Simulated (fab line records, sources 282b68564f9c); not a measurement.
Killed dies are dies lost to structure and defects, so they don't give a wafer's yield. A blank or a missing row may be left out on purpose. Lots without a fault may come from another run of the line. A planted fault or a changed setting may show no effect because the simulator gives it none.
A struck lot beside a sound one | flow rit_cmos | 26 steps out of a route of 202
Sound: wafers L534.1, L534.2, L534.4. Struck: wafers L542.1, L542.4, L542.6. The cause comes at the end.
At each step with rows: each side's tool, then ch and its chambers, then its first start. Under that, the readings that differ: sound wafers | struck wafers | difference of the means | sigmas: that difference in standard deviations of wafers without a fault.
alike: readings whose means differ by less than 2 such deviations, and words and numbers that are the same on both sides. not compared: withheld readings, readings that some wafer has no value for, bounds like >300 that may hide the same value, and numbers for which the record gives no deviation and whose values overlap.
The two part at a step that has a row with sigmas, a row that says differs or no value, or rows on one side only. Numbers that don't overlap but have no deviation are shown without sigmas and don't part them. A reading that every wafer of one side lacks parts them only if that side has two wafers or more.

first, 1 step without rows for these wafers: RIT_WELLDRIVE_ANNEAL_00 (time 14700 s).
RIT_WELLDRIVE_RS_MEAS_01: measures by four-point-probe.
  sound on film_metro-03, day 3 10:38; struck on film_metro-02, day 5 01:47
  alike: NWELL_RS
RIT_WELLDRIVE_RS_MEAS_02: measures by four-point-probe.
  sound on film_metro-03, day 3 10:45; struck on film_metro-02, day 5 01:55
  alike: PWELL_RS
then, 6 steps without rows for these wafers: RIT_NRETRO_HMDS_00 (prime time 60 s); RIT_NRETRO_COAT_01 (resist thk 1300 nm); RIT_NRETRO_SOFTBAKE_02 (time 60 s); RIT_NRETRO_EXPOSE_03 (exposes mask M4, target cd 43900 nm); RIT_NRETRO_PEB_04; RIT_NRETRO_DEVELOP_05 (develop time 68 s).
RIT_NRETRO_OVL_MEAS_06:
  sound on overlay-01, day 3 11:50; struck on overlay-01, day 5 02:55
  alike: NRETRO_OVL
then, 2 steps without rows for these wafers: RIT_NRETRO_HARDBAKE_07 (time 120 s); RIT_NRETRO_IMPLANT_08.
RIT_NRETRO_STRIP_09: strips in O2, time 180 s.
  sound on plasma_asher-02 ch 0,1, day 3 12:17; struck on plasma_asher-01 ch 0,1, day 5 03:21
  no value came back on the struck wafers for chamber_pressure_mTorr (mTorr), drypump_motor_current_A (A); on the sound wafers chamber_pressure_mTorr (mTorr) reads 4003 3998 3998
  reading                                     | sound | struck         | difference | sigmas
  model.NOVOLAK_of_NRETRO_COAT_01.thk_nm (nm) | 0 0 0 | 1134 1134 1138 | +1135      |
  not compared: rf_hours_counter_h
RIT_NRETRO_TW_MEAS_10:
  sound on film_metro-02, day 3 12:27; struck on film_metro-01, day 5 03:31
  reading   | sound          | struck         | difference | sigmas
  NRETRO_TW | 1043 1042 1045 | 1061 1065 1057 | +18        | +2
then, 2 steps without rows for these wafers: RIT_PRETRO_HMDS_00 (prime time 60 s); RIT_PRETRO_COAT_01 (resist thk 1300 nm).
RIT_PRETRO_SOFTBAKE_02: time 61.53 s.
  sound on litho_track-03 ch 0, day 3 12:49; struck on litho_track-02 ch 0, day 5 03:53
  alike: plate_sensor_t_centre_C, plate_sensor_t_edge_C
then, 3 steps without rows for these wafers: RIT_PRETRO_EXPOSE_03 (exposes mask M5, target cd 43700 nm); RIT_PRETRO_PEB_04; RIT_PRETRO_DEVELOP_05 (develop time 68 s).
RIT_PRETRO_OVL_MEAS_06:
  sound on overlay-02, day 3 13:23; struck on overlay-02, day 5 04:38
  alike: PRETRO_OVL
then, 2 steps without rows for these wafers: RIT_PRETRO_HARDBAKE_07 (time 120 s); RIT_PRETRO_IMPLANT_08.
RIT_PRETRO_STRIP_09: strips in O2, time 180 s.
  sound on plasma_asher-04 ch 0,1, day 3 13:50; struck on plasma_asher-04 ch 0,1, day 5 05:04
  alike: chamber_pressure_mTorr, drypump_motor_current_A
  not compared: rf_hours_counter_h
RIT_PRETRO_TW_MEAS_10:
  sound on film_metro-01, day 3 14:00; struck on film_metro-04, day 5 05:14
  reading   | sound       | struck   | difference | sigmas
  PRETRO_TW | 476 479 477 | 30 30 30 | -447       | -99 or more
then, 1 step without rows for these wafers: RIT_GATE_WET_ETCH_00 (etches SiO2 in BOE, target depth 56 nm, time 60 s).

WHERE THEY PART
First at RIT_NRETRO_STRIP_09; last, within this record, at RIT_PRETRO_TW_MEAS_10.

WHY: what the simulator had put in
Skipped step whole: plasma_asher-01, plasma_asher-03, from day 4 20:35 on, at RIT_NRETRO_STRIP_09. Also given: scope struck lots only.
